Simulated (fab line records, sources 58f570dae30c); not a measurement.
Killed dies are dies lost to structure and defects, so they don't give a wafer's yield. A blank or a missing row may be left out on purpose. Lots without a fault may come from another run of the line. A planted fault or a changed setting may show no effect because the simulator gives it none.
Which tool did it? | flow berkeley_cmos170 | 11 lots, 33 wafers sampled, at 1 step of a route of 331

WHAT THE GAUGES READ, wafer by wafer
UCB170_NWELL_THK_MEAS_02.
lot  | measured    | on            | NWELL_OXIDE_THK (nm)
L817 | day 2 05:09 | film_metro-03 | 26.8 26.6 26.3
L818 | day 2 07:26 | film_metro-03 | 27.1 26.7 27.0
L824 | day 3 08:44 | film_metro-01 | 26.7 26.6 26.6
L826 | day 3 19:36 | film_metro-03 | 25.7 25.6 25.6
L832 | day 5 00:48 | film_metro-04 | 26.7 26.3 26.8
L833 | day 5 07:20 | film_metro-03 | 26.9 26.6 26.8
L835 | day 5 15:55 | film_metro-04 | 26.4 26.2 25.9
L836 | day 6 03:46 | film_metro-01 | 25.9 25.9 26.2
L838 | day 6 10:36 | film_metro-04 | 25.8 26.1 26.6
L839 | day 6 10:36 | film_metro-03 | 26.7 26.4 26.3
L840 | day 6 16:19 | film_metro-04 | 26.2 26.1 26.4

WHICH TOOL RAN EACH LOT (tool, then ch and the chambers of the sampled wafers, then the start)
The record holds no process step before these readings.

THE ANSWER, worked out from the rows above alone
Rule: what is usual is taken from the lots themselves. Put in order of their means at a reading, lots are off if they are a third of the lots or fewer, leave a main group of 4 or more, and stand apart from it by a gap of 3 or more times the standard deviation of the main group's means; of several such gaps the widest counts. A main group whose means are all the same, to the digits that the tables above print for the reading, isn't used. A lot without any number at a reading at which 4 lots or more have one is off too. The other lots that the step has rows for count as sound.
No lot is off at any reading shown: from this, nothing can be told.

WHAT THE SIMULATOR HAD PUT IN
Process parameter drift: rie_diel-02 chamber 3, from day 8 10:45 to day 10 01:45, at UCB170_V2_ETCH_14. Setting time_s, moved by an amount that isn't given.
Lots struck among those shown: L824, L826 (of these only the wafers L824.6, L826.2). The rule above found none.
